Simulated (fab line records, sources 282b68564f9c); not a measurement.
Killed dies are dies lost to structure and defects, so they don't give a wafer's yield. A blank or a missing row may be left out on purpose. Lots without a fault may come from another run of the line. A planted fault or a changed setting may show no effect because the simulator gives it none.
fab line records | flow rit_cmos
record lots=13 wafers=39 last_day=7
route steps=202 shown GATE@92 SILICIDE@164 M1@184
lots that met no fault: from a run of the same line without faults
start_h: hours from the record's first day to the start of the lot's first wafer shown | wait_h: hours since the lot's step before | " the same as in the row above | L1.1+2: a row that stands for several wafers | - no value, or no start given | * or withheld: withheld | < > ~ a bound
route shown NAME@n: a module of which the file shows steps, and the number in the route of the first | usual: mean/standard deviation of fault-free wafers | same: alike in all rows | chamber/n: place in a boat | sites: the reading at each site | _std_site: their standard deviation | _edge_site: outer sites' mean less inner sites' | radius_mm: how far each site lies from the wafer's centre | mask NAME#n: copy n | behind: the tool/chamber that last shaped the wafer | hold: why the lot was held/for how many hours/how that ended | device: the transistor (n, p or np) that didn't switch | end of line: the same wafers' tests at the end of the route | a step without rows: its recipe alone | killed: dies lost to structure and defects at the first sort, not the wafer's yield | map: a wafer's dies, x killed, . not, _ none there
set.NAME: the setting as run; set.NAME@STEP: as run at that earlier step | model.NAME: the simulator's own value behind a step, which no gauge read
steps of the route over a sample of lots; a table a step, a row a wafer
services: from which hour (start_h, from the record's first day; less than 0 if before it) a tool's chamber was out of use, for how many hours, and why
## steps
# step RIT_GATE_CD_MEAS_16
# recipe target_cd_nm=150
# usual cd_nm=149.3/2.4
# columns lot.wafer tool chamber start_h wait_h cd_nm
L604.4 cd_sem-02 - 46.20 - 149.8
L604.5 " - " " 144.7
L604.6 " - " " 147.5
L605.2 cd_sem-02 - 47.32 - 148.8
L605.5 " - " " 151.7
L605.6 " - " " 151.9
L606.1 cd_sem-01 - 57.73 - 152.2
L606.5 " - " " 152.2
L606.6 " - " " 149.3
L609.1 cd_sem-01 - 69.13 - 149.4
L609.4 " - " " 149.8
L609.6 " - " " 149.4
L610.1 cd_sem-02 - 74.02 - 147.2
L610.3 " - " " 148.8
L610.5 " - " " 145.6
L613.3 cd_sem-01 - 90.81 - 145.9
L613.5 " - " " 146.5
L613.6 " - " " 147.2
L616.1 cd_sem-02 - 106.08 - 145.1
L616.4 " - " " 146.5
L616.6 " - " " 144.4
L617.2 cd_sem-01 - 109.40 - 151.2
L617.3 " - " " 152.3
L617.5 " - " " 151.7
L618.1 cd_sem-01 - 117.45 - 152.5
L618.5 " - " " 148.8
L618.6 " - " " 150.2
L622.2 cd_sem-01 - 131.44 - 150.3
L622.3 " - " " 153.0
L622.4 " - " " 152.7
L623.1 cd_sem-01 - 138.56 - 145.9
L623.2 " - " " 148.6
L623.4 " - " " 146.8
L625.1 cd_sem-02 - 143.96 - 149.3
L625.4 " - " " 149.8
L625.6 " - " " 151.3
L626.1 cd_sem-02 - 154.52 - 146.3
L626.2 " - " " 145.7
L626.5 " - " " 148.4
# step RIT_SILICIDE_THK_MEAS_03
# recipe thk_meas_gauge=xrf reads=Ti_of_SILICIDE_SPUTTER_01
# usual SILICIDE_TI_THK=29.7/0.41
# columns lot.wafer tool chamber start_h wait_h SILICIDE_TI_THK[nm]
L604.4 film_metro-01 - 61.59 0.1 30.4
L604.5 " - " " 30.4
L604.6 " - " " 30.2
L605.2 film_metro-02 - 64.83 0.1 29.2
L605.5 " - " " 28.7
L605.6 " - " " 29.0
L606.1 film_metro-02 - 71.67 0.1 29.5
L606.5 " - " " 29.9
L606.6 " - " " 29.8
L609.1 film_metro-01 - 84.72 0.1 29.8
L609.4 " - " " 29.8
L609.6 " - " " 30.0
L610.1 film_metro-04 - 88.71 0.1 29.4
L610.3 " - " " 29.3
L610.5 " - " " 29.2
L613.3 film_metro-01 - 106.19 0.1 29.5
L613.5 " - " " 29.4
L613.6 " - " " 29.6
L616.1 film_metro-01 - 121.76 0.1 29.9
L616.4 " - " " 30.3
L616.6 " - " " 30.2
L617.2 film_metro-01 - 124.23 0.1 29.6
L617.3 " - " " 29.6
L617.5 " - " " 29.8
L618.1 film_metro-01 - 132.13 0.1 29.7
L618.5 " - " " 30.0
L618.6 " - " " 30.1
L622.2 film_metro-01 - 146.27 0.1 30.0
L622.3 " - " " 29.8
L622.4 " - " " 30.0
L623.1 film_metro-02 - 152.24 0.1 29.9
L623.2 " - " " 30.3
L623.4 " - " " 30.1
L625.1 film_metro-02 - 159.07 0.1 29.6
L625.4 " - " " 29.7
L625.6 " - " " 29.3
L626.1 film_metro-01 - 168.61 0.1 30.1
L626.2 " - " " 29.9
L626.5 " - " " 30.0
# step RIT_SILICIDE_RTA_04
# recipe temp_c=650 time_s=10 idle_temp_c=25 ramp_up_s=5 ramp_down_s=5 cool_to_c=25 ambient=N2
# usual wafer_temp_C_max=653.3/1.4
# same time_s=10
# columns lot.wafer tool chamber start_h wait_h wafer_temp_C_max
L604.4 rtp_anneal-01 0 61.65 0.1 651.6
L604.5 " 0 " " 653.0
L604.6 " 0 " " 653.3
L605.2 rtp_anneal-02 0 64.89 0.1 654.1
L605.5 " 0 " " 654.2
L605.6 " 0 " " 653.7
L606.1 rtp_anneal-02 0 71.73 0.1 655.6
L606.5 " 0 " " 654.6
L606.6 " 0 " " 653.6
L609.1 rtp_anneal-01 0 84.78 0.1 651.2
L609.4 " 0 " " 651.7
L609.6 " 0 " " 652.8
L610.1 rtp_anneal-02 0 88.77 0.1 653.5
L610.3 " 0 " " 653.4
L610.5 " 0 " " 654.6
L613.3 rtp_anneal-01 0 106.25 0.1 651.4
L613.5 " 0 " " 652.2
L613.6 " 0 " " 652.3
L616.1 rtp_anneal-02 0 121.82 0.1 656.0
L616.4 " 0 " " 654.4
L616.6 " 0 " " 654.8
L617.2 rtp_anneal-01 0 124.29 0.1 651.5
L617.3 " 0 " " 651.7
L617.5 " 0 " " 652.4
L618.1 rtp_anneal-01 0 132.19 0.1 651.2
L618.5 " 0 " " 652.6
L618.6 " 0 " " 652.5
L622.2 rtp_anneal-01 0 146.33 0.1 651.9
L622.3 " 0 " " 651.8
L622.4 " 0 " " 651.9
L623.1 rtp_anneal-02 0 152.30 0.1 654.2
L623.2 " 0 " " 653.8
L623.4 " 0 " " 655.2
L625.1 rtp_anneal-02 0 159.13 0.1 654.4
L625.4 " 0 " " 653.6
L625.6 " 0 " " 654.5
L626.1 rtp_anneal-01 0 168.67 0.1 651.3
L626.2 " 0 " " 651.1
L626.5 " 0 " " 651.7
# step RIT_M1_SPUTTER_00
# recipe material=Al target_thk_nm=400 power_w=2000 chamber_pressure_pa=0.4 gas=Ar time_s=500 substrate_temp_c=25
# usual cathode_dc_power_W=2000.0/0.32 chamber_pressure_pa=0.4002/0.00076 throttle_valve_pct=30.0/1.1 time_s=500/0
# columns lot.wafer tool chamber start_h wait_h cathode_dc_power_W chamber_pressure_pa throttle_valve_pct time_s
L604.4 pvd_sputter-03 - 64.05 0.0 2000.2 0.3993 32.0 500
L604.5 " - " " 2000.1 0.4001 32.2 500
L604.6 " - " " 2000.2 0.3986 28.7 500
L605.2 pvd_sputter-01 - 67.43 0.0 1999.8 0.4002 30.5 500
L605.5 " - " " 2000.2 0.4011 29.4 500
L605.6 " - " " 1999.6 0.4016 29.6 500
L606.1 pvd_sputter-03 - 74.26 0.0 1999.2 0.4004 28.8 500
L606.5 " - " " 2000.9 0.4002 28.8 500
L606.6 " - " " 2000.1 0.4005 32.4 500
L609.1 pvd_sputter-03 - 87.55 0.0 2000.0 0.4000 29.1 500
L609.4 " - " " 1999.9 0.3997 28.6 500
L609.6 " - " " 1999.8 0.3994 28.9 500
L610.1 pvd_sputter-01 - 91.17 0.0 - - - -
L610.3 " - " " - - - -
L610.5 " - " " - - - -
L613.3 pvd_sputter-01 - 108.80 0.0 2000.2 0.4005 30.6 500
L613.5 " - " " 2000.7 0.3999 29.5 500
L613.6 " - " " 2000.1 0.4007 31.0 500
L616.1 pvd_sputter-01 - 124.37 0.0 1999.8 0.4008 29.4 500
L616.4 " - " " 2000.0 0.3996 30.6 500
L616.6 " - " " 1999.5 0.3996 29.6 500
L617.2 pvd_sputter-03 - 126.80 0.0 1999.8 0.3994 29.4 500
L617.3 " - " " 2000.2 0.3997 32.2 500
L617.5 " - " " 1999.7 0.3994 32.4 500
L618.1 pvd_sputter-03 - 134.71 0.0 1999.8 0.3999 29.1 500
L618.5 " - " " 1999.8 0.3996 28.8 500
L618.6 " - " " 1999.6 0.3982 32.5 500
L622.2 pvd_sputter-01 - 148.72 0.0 2000.3 0.3997 30.6 500
L622.3 " - " " 1999.8 0.4016 29.3 500
L622.4 " - " " 1999.8 0.3999 30.8 500
L623.1 pvd_sputter-03 - 154.71 0.0 1999.7 0.4007 29.2 500
L623.2 " - " " 1999.9 0.4003 32.5 500
L623.4 " - " " 1999.7 0.4002 28.6 500
L625.1 pvd_sputter-03 - 161.58 0.0 2000.4 0.4011 32.4 500
L625.4 " - " " 1999.5 0.3994 29.5 500
L625.6 " - " " 2000.0 0.4006 29.2 500
L626.1 pvd_sputter-01 - 171.20 0.0 1999.5 0.3995 29.5 500
L626.2 " - " " 1999.9 0.4004 30.1 500
L626.5 " - " " 2000.3 0.4002 30.1 500
# step RIT_M1_RS_MEAS_01
# recipe thk_meas_gauge=four-point-probe reads=Al_of_M1_SPUTTER_00
# usual M1_AL_RS=0.0734/0.00079
# columns lot.wafer tool chamber start_h wait_h hold M1_AL_RS[ohm/sq]
L604.4 film_metro-03 - 64.41 0.2 - 0.0736
L604.5 " - " " - 0.0732
L604.6 " - " " - 0.0740
L605.2 film_metro-04 - 67.75 0.2 - 0.0735
L605.5 " - " " - 0.0732
L605.6 " - " " - 0.0737
L606.1 film_metro-04 - 74.55 0.1 - 0.0737
L606.5 " - " " - 0.0741
L606.6 " - " " - 0.0741
L609.1 film_metro-04 - 87.85 0.1 - 0.0731
L609.4 " - " " - 0.0735
L609.6 " - " " - 0.0729
L610.1 film_metro-04 - 91.46 0.1 await_dispo/0.2h/release -
L610.3 " - " " await_dispo/0.2h/release -
L610.5 " - " " await_dispo/0.2h/release -
L610.1 film_metro-04 - 91.75 0.3 - -
L610.3 " - " " - -
L610.5 " - " " - -
L613.3 film_metro-03 - 109.14 0.2 - 0.0757
L613.5 " - " " - 0.0751
L613.6 " - " " - 0.0745
L616.1 film_metro-04 - 124.67 0.1 - 0.0738
L616.4 " - " " - 0.0728
L616.6 " - " " - 0.0735
L617.2 film_metro-03 - 127.12 0.2 - 0.0733
L617.3 " - " " - 0.0730
L617.5 " - " " - 0.0736
L618.1 film_metro-04 - 135.01 0.1 - 0.0733
L618.5 " - " " - 0.0733
L618.6 " - " " - 0.0737
L622.2 film_metro-02 - 149.03 0.2 - 0.0743
L622.3 " - " " - 0.0749
L622.4 " - " " - 0.0744
L623.1 film_metro-02 - 155.01 0.1 - 0.0726
L623.2 " - " " - 0.0726
L623.4 " - " " - 0.0729
L625.1 film_metro-02 - 161.87 0.1 - 0.0739
L625.4 " - " " - 0.0725
L625.6 " - " " - 0.0730
L626.1 film_metro-04 - 171.49 0.1 - 0.0734
L626.2 " - " " - 0.0731
L626.5 " - " " - 0.0728
# step RIT_M1_PROBE_99
# usual defect_limited_yield=97.5/1.1 killed_at_M0_to_M3=0.0/0.12 killed_at_front_end=6.5/2.8 killed_dies=6.5/2.8 killed_open=3.2/1.8 killed_short=3.3/2 sort_bin_3_pad_short=0.1/0.23 sort_bin_5_function=1.5/0.77 sort_bin_6_memory=0.9/0.6 sort_n_pass=257.5/2.8 sort_yield_pct=97.5/1.1
# same gross_dies=264 killed_at_M4_up=0 killed_at_back_side=0 killed_at_contacts=0 killed_at_other=0
# columns lot.wafer tool chamber start_h wait_h defect_limited_yield[%] killed_at_M0_to_M3 killed_at_front_end killed_dies killed_open killed_short sort_bin_3_pad_short[%] sort_bin_5_function[%] sort_bin_6_memory[%] sort_n_pass sort_yield_pct[%]
L604.4 prober-01 - 68.54 0.2 97.3 0 7 7 4 2 0.4 1.9 0.4 257.0 97.3
L604.5 prober-01 - 68.59 0.2 98.1 0 5 5 4 1 0 1.1 0.8 259.0 98.1
L604.6 prober-01 - 68.64 0.2 98.1 0 5 5 3 1 0 0.4 1.5 259.0 98.1
L605.2 prober-02 - 71.76 0.1 98.1 0 5 5 0 5 0 0.4 1.5 259.0 98.1
L605.5 prober-02 - 71.91 0.2 98.5 0 4 4 1 3 0 1.5 0 260.0 98.5
L605.6 prober-02 - 71.96 0.2 97.7 0 6 6 1 5 0 1.9 0.4 258.0 97.7
L606.1 prober-01 - 78.41 0.1 97.3 0 7 7 5 2 0 1.9 0.8 257.0 97.3
L606.5 prober-01 - 78.61 0.2 98.5 0 4 4 2 2 0 1.1 0.4 260.0 98.5
L606.6 prober-01 - 78.66 0.2 97.0 0 8 8 4 4 0 2.7 0.4 256.0 97.0
L609.1 prober-02 - 91.57 0.1 97.3 0 7 7 4 3 0 2.7 0 257.0 97.3
L609.4 prober-02 - 91.72 0.2 98.1 0 5 5 2 3 0 1.1 0.8 259.0 98.1
L609.6 prober-02 - 91.82 0.2 96.2 0 10 10 4 6 0.4 3.0 0.4 254.0 96.2
L613.3 prober-02 - 112.92 0.2 96.6 0 9 9 5 4 0.4 1.5 1.5 255.0 96.6
L613.5 prober-02 - 113.02 0.2 98.5 0 4 4 2 2 0 0.4 1.1 260.0 98.5
L613.6 prober-02 - 113.07 0.2 97.0 0 8 8 4 4 0.4 2.3 0.4 256.0 97.0
L616.1 prober-01 - 128.39 0.1 99.2 0 2 2 1 1 0 0.8 0 262.0 99.2
L616.4 prober-01 - 128.54 0.2 98.1 0 5 5 2 3 0 1.1 0.8 259.0 98.1
L616.6 prober-01 - 128.64 0.2 98.1 0 5 5 2 3 0 0.8 1.1 259.0 98.1
L617.2 prober-02 - 131.11 0.1 96.6 0 9 9 4 5 0.8 1.5 1.1 255.0 96.6
L617.3 prober-02 - 131.16 0.2 99.2 0 2 2 2 0 0 0.4 0.4 262.0 99.2
L617.5 prober-02 - 131.26 0.2 98.5 0 4 4 1 3 0 1.1 0.4 260.0 98.5
L618.1 prober-02 - 139.63 0.1 95.8 0 11 11 7 4 0 3.0 1.1 253.0 95.8
L618.5 prober-02 - 139.83 0.2 98.5 0 4 4 1 3 0 0.8 0.8 260.0 98.5
L618.6 prober-02 - 139.88 0.2 97.3 0 7 7 4 3 0 1.5 1.1 257.0 97.3
L622.2 prober-01 - 153.14 0.1 98.1 0 5 5 0 5 0 1.1 0.8 259.0 98.1
L622.3 prober-01 - 153.19 0.2 98.9 0 3 3 2 1 0 0 1.1 261.0 98.9
L622.4 prober-01 - 153.24 0.2 98.1 0 5 5 1 4 0.4 1.5 0 259.0 98.1
L623.1 prober-02 - 158.73 0.1 98.1 0 5 5 2 3 0 1.1 0.8 259.0 98.1
L623.2 prober-02 - 158.78 0.1 97.3 0 7 7 3 4 0 2.3 0.4 257.0 97.3
L623.4 prober-02 - 158.88 0.2 97.7 0 6 6 2 4 0.4 1.9 0 258.0 97.7
L625.1 prober-02 - 165.61 0.1 97.3 0 7 7 4 3 0 1.1 1.5 257.0 97.3
L625.4 prober-02 - 165.76 0.2 97.7 0 6 6 2 4 0.4 0.8 1.1 258.0 97.7
L625.6 prober-02 - 165.86 0.2 98.1 1 4 5 2 3 0.4 1.5 0 259.0 98.1
L626.1 prober-01 - 175.38 0.1 97.7 0 6 6 4 2 0 1.5 0.8 258.0 97.7
L626.2 prober-01 - 175.43 0.1 97.7 0 6 6 4 2 0 1.5 0.8 258.0 97.7
L626.5 prober-01 - 175.58 0.2 96.2 0 10 10 5 5 0.4 1.9 1.5 254.0 96.2
# killed by level:class
L604.4 FOX1:geometric_particle:open=1 FOX2:geometric_particle:open=1 GATE:geometric_particle:open=1 REOX:geometric_particle:short=1 SPACER:geometric_particle:open=1 SPACER:geometric_particle:short=1 PLDD:coat_microbubble_printed=1
L604.5 GATE:geometric_particle:open=2 FOX2:geometric_particle:open=1 REOX:geometric_particle:open=1 SILICIDE:geometric_particle:short=1
L604.6 FOX2:geometric_particle:open=1 GATE:geometric_particle:short=1 GATE:geometric_particle:open=1 SPACER:geometric_particle:open=1 PLDD:coat_microbubble_printed=1
L605.2 GATE:geometric_particle:short=4 SILICIDE:geometric_particle:short=1
L605.5 GATE:geometric_particle:short=2 FOX1:geometric_particle:short=1 SPACER:geometric_particle:open=1
L605.6 SPACER:geometric_particle:short=2 FOX1:geometric_particle:short=1 GATE:geometric_particle:short=1 GATE:geometric_particle:open=1 REOX:geometric_particle:short=1
L606.1 GATE:geometric_particle:open=3 FOX1:geometric_particle:short=1 REOX:geometric_particle:short=1 SPACER:geometric_particle:open=1 SILICIDE:geometric_particle:open=1
L606.5 FOX1:geometric_particle:short=2 GATE:geometric_particle:open=1 SILICIDE:geometric_particle:open=1
L606.6 GATE:geometric_particle:short=2 ACTIVE:geometric_particle:open=1 FOX1:geometric_particle:open=1 GATE:geometric_particle:open=1 REOX:geometric_particle:short=1 SILICIDE:geometric_particle:short=1 SILICIDE:geometric_particle:open=1
L609.1 GATE:geometric_particle:open=2 FOX2:geometric_particle:open=1 GATE:geometric_particle:short=1 SPACER:geometric_particle:short=1 SILICIDE:geometric_particle:short=1 SILICIDE:geometric_particle:open=1
L609.4 FOX2:geometric_particle:open=1 FOX2:geometric_particle:short=1 GATE:geometric_particle:short=1 GATE:geometric_particle:open=1 SPACER:geometric_particle:short=1
L609.6 GATE:geometric_particle:short=4 GATE:geometric_particle:open=2 FOX2:geometric_particle:open=1 SPACER:geometric_particle:short=1 SILICIDE:geometric_particle:short=1 SILICIDE:geometric_particle:open=1
L613.3 GATE:geometric_particle:short=4 GATE:geometric_particle:open=3 FOX1:geometric_particle:open=1 SPACER:geometric_particle:open=1
L613.5 GATE:geometric_particle:open=2 GATE:geometric_particle:short=1 SILICIDE:geometric_particle:short=1
L613.6 REOX:geometric_particle:open=3 FOX1:geometric_particle:short=2 FOX1:geometric_particle:open=1 REOX:geometric_particle:short=1 SILICIDE:geometric_particle:short=1
L616.1 GATE:geometric_particle:open=1 GATE:geometric_particle:short=1
L616.4 FOX1:geometric_particle:short=2 FOX1:geometric_particle:open=1 GATE:geometric_particle:open=1 REOX:geometric_particle:short=1
L616.6 GATE:geometric_particle:short=1 GATE:geometric_particle:open=1 REOX:geometric_particle:short=1 REOX:geometric_particle:open=1 SILICIDE:geometric_particle:short=1
L617.2 FOX1:geometric_particle:open=3 FOX1:geometric_particle:short=3 GATE:geometric_particle:open=1 GATE:geometric_particle:short=1 SILICIDE:geometric_particle:short=1
L617.3 GATE:geometric_particle:open=1 REOX:geometric_particle:open=1
L617.5 FOX1:geometric_particle:short=2 GATE:geometric_particle:short=1 SILICIDE:geometric_particle:open=1
L618.1 GATE:geometric_particle:open=2 REOX:geometric_particle:open=2 SPACER:geometric_particle:open=2 SPACER:geometric_particle:short=2 FOX1:geometric_particle:short=1 GATE:geometric_particle:short=1 SILICIDE:geometric_particle:open=1
L618.5 FOX1:geometric_particle:short=1 FOX2:geometric_particle:short=1 REOX:geometric_particle:short=1 SILICIDE:geometric_particle:open=1
L618.6 GATE:geometric_particle:short=2 SPACER:geometric_particle:open=2 GATE:geometric_particle:open=1 REOX:geometric_particle:short=1 SILICIDE:geometric_particle:open=1
L622.2 SILICIDE:geometric_particle:short=2 FOX1:geometric_particle:short=1 FOX2:geometric_particle:short=1 GATE:geometric_particle:short=1
L622.3 FOX1:geometric_particle:open=1 FOX2:geometric_particle:short=1 GATE:geometric_particle:open=1
L622.4 GATE:geometric_particle:short=2 FOX1:geometric_particle:short=1 FOX2:geometric_particle:open=1 REOX:geometric_particle:short=1
L623.1 REOX:geometric_particle:short=2 FOX1:geometric_particle:open=1 GATE:geometric_particle:short=1 REOX:geometric_particle:open=1
L623.2 GATE:geometric_particle:short=3 GATE:geometric_particle:open=2 REOX:geometric_particle:open=1 SPACER:geometric_particle:short=1
L623.4 REOX:geometric_particle:short=2 FOX1:geometric_particle:short=1 GATE:geometric_particle:open=1 GATE:geometric_particle:short=1 REOX:geometric_particle:open=1
L625.1 GATE:geometric_particle:short=2 FOX1:geometric_particle:open=1 GATE:geometric_particle:open=1 REOX:geometric_particle:open=1 SPACER:geometric_particle:short=1 SILICIDE:geometric_particle:open=1
L625.4 SILICIDE:geometric_particle:short=2 FOX1:geometric_particle:short=1 FOX1:geometric_particle:open=1 GATE:geometric_particle:short=1 GATE:geometric_particle:open=1
L625.6 GATE:geometric_particle:short=1 GATE:geometric_particle:open=1 SPACER:geometric_particle:open=1 SPACER:geometric_particle:short=1 M1:geometric_particle:short=1
L626.1 FOX1:geometric_particle:open=2 GATE:geometric_particle:short=1 REOX:geometric_particle:open=1 SPACER:geometric_particle:open=1 SPACER:geometric_particle:short=1
L626.2 FOX1:geometric_particle:open=3 GATE:geometric_particle:short=2 REOX:geometric_particle:open=1
L626.5 SILICIDE:geometric_particle:open=3 REOX:geometric_particle:short=2 SPACER:geometric_particle:short=2 GATE:geometric_particle:open=1 GATE:geometric_particle:short=1 SPACER:geometric_particle:open=1
## services
# columns tool chamber start_h hours kind
pvd_sputter-01 - 39.53 1.7 repair
rtp_anneal-01 - 63.63 1.9 pm
pvd_sputter-01 - 85.76 4.7 repair
pvd_sputter-01 - 129.02 2.0 repair
rtp_anneal-01 - 142.08 4.0 pm
## key
first_sign step=RIT_M1_SPUTTER_00 reading=tool_record direction=missing
effect step=RIT_M1_RS_MEAS_01 reading=visit direction=added
met_at RIT_M1_SPUTTER_00
struck_lots L610
scrapped_behind RIT_M1_RS_MEAS_01 L610.1,L610.3,L610.5
not_acting_at RIT_GATE_CD_MEAS_16,RIT_SILICIDE_THK_MEAS_03,RIT_SILICIDE_RTA_04
onset_between 87.55 91.17
fault kind=skipped_step_whole tool=pvd_sputter-01,pvd_sputter-03 chamber=- onset_h=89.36 steps=RIT_M1_SPUTTER_00 scope=struck_lots_only
